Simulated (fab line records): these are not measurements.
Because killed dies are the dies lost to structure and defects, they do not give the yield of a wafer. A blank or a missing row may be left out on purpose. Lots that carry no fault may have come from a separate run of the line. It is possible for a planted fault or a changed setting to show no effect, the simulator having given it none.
Which tool is to blame? ; flow ritCmos ; 14 lots with 42 wafers sampled at 2 steps, on a route of 202 steps

== WHAT THE GAUGES SHOWED, per wafer ==
RIT_SPACER_THK_MEAS_04. Usual: SPACER_NITRIDE_THK 249.4 nm, standard deviation 2.3.
lot;measured;on;SPACER_NITRIDE_THK (nm);flag
L768;day 3 08:35;filmMetro-02;246.4 247.8 247.2;
L769;day 3 10:31;filmMetro-03;248.9 247.9 248.1;
L770;day 3 12:38;filmMetro-01;252.0 254.1 252.7;
L771;day 3 17:28;filmMetro-03;253.9 254.0 251.5;
L774;day 4 06:50;filmMetro-01;245.1 248.7 245.6;
L775;day 4 11:48;filmMetro-02;252.8 249.1 249.2;
L776;day 4 16:44;filmMetro-02;249.4 251.1 248.4;
L778;day 5 01:35;filmMetro-01;250.3 250.7 248.9;
L779;day 5 06:41;filmMetro-03;251.0 253.4 249.6;
L780;day 5 12:10;filmMetro-01;250.6 251.8 252.3;
L788;day 7 12:05;filmMetro-03;276.4 266.2 262.6;OFF
L789;day 7 19:01;filmMetro-03;253.2 269.1 273.4;OFF
L790;day 8 04:03;filmMetro-01;247.8 249.8 249.3;
L791;day 8 05:56;filmMetro-01;248.3 247.7 249.7;

== EACH LOT AND THE TOOL THAT RAN IT (in order: tool; ch and the chambers of the sampled wafers; start) ==
lot;RIT_SPACER_CVD_03
L768;lpcvd-01 ch 0, day 3 06:40
L769;lpcvd-01 ch 0, day 3 08:35
L770;lpcvd-01 ch 0, day 3 10:43
L771;lpcvd-02 ch 1, day 3 15:32
L774;lpcvd-02 ch 1, day 4 04:55
L775;lpcvd-02 ch 0, day 4 09:52
L776;lpcvd-02 ch 0, day 4 14:49
L778;lpcvd-02 ch 0, day 4 23:41
L779;lpcvd-02 ch 1, day 5 04:45
L780;lpcvd-01 ch 1, day 5 10:13
L788;lpcvd-02 ch 0, day 7 10:10
L789;lpcvd-02 ch 0, day 7 17:05
L790;lpcvd-01 ch 1, day 8 02:06
L791;lpcvd-01 ch 1, day 8 04:01
- RIT_SPACER_CVD_03: deposits Si3N4 from SiH2Cl2/NH3, target thk 250 nm, time 3300 s.

== AS READ BY THE TOOLS THEMSELVES (means over the sampled wafers that have a number; for cases with no such wafer, the mark the record gives instead) ==
RIT_SPACER_CVD_03. Usual: spikeTcCentreC reads 812.7 C (standard deviation 1.4).
lot;tool;spikeTcCentreC (C);flag
L768;lpcvd-01;811.3;
L769;lpcvd-01;812.7;
L770;lpcvd-01;811.9;
L771;lpcvd-02;814.1;
L774;lpcvd-02;813.4;
L775;lpcvd-02;813.1;
L776;lpcvd-02;813.8;
L778;lpcvd-02;812.4;
L779;lpcvd-02;814.2;
L780;lpcvd-01;810.9;
L788;lpcvd-02;824.8;OFF
L789;lpcvd-02;824.8;OFF
L790;lpcvd-01;811.4;
L791;lpcvd-01;811.2;

== THE ANSWER, worked out from the rows above alone ==
Rule: lot off if the mean of its wafers having a number is beyond 3 standard deviations from the usual mean. A lot without any number at a reading at which 4 lots or more have one is off too. The other lots that the step has rows for count as sound. First the gauges in route order, then the tools' own readings, where a lot's mean is used as printed above. At the first step where some lot is off, the reading lying furthest off is the one used; lots without a number count as furthest.
Off: L788, L789, at RIT_SPACER_THK_MEAS_04 (SPACER_NITRIDE_THK).
If a tool, at a process step before that reading, ran all the lots that are off and no sound lot after the first of them, it fits. Not tried: the gauges at RIT_SPACER_THK_MEAS_04; whatever is off there is also off at RIT_SPACER_CVD_03, on other tools, and gauge error can't account for it. One candidate fits, namely lpcvd-02 at RIT_SPACER_CVD_03. A fault onset in the window from L779 (day 5 04:45, its last sound lot) to L788 (day 7 10:10, its first lot off) fits.
On the lots that are off, the tool's own readings at RIT_SPACER_CVD_03 differ by more than 5 times the standard deviation of the sound lots' means, which bears it out; spikeTcCentreC reads 824.8 C there versus 812.5 C on the sound lots.

== WHAT HAD BEEN PUT IN BY THE SIMULATOR ==
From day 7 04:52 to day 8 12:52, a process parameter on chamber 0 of lpcvd-02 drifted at RIT_SPACER_CVD_03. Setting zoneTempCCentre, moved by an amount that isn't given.
Struck lots among those shown: L788, L789. Same finding as the rule above.
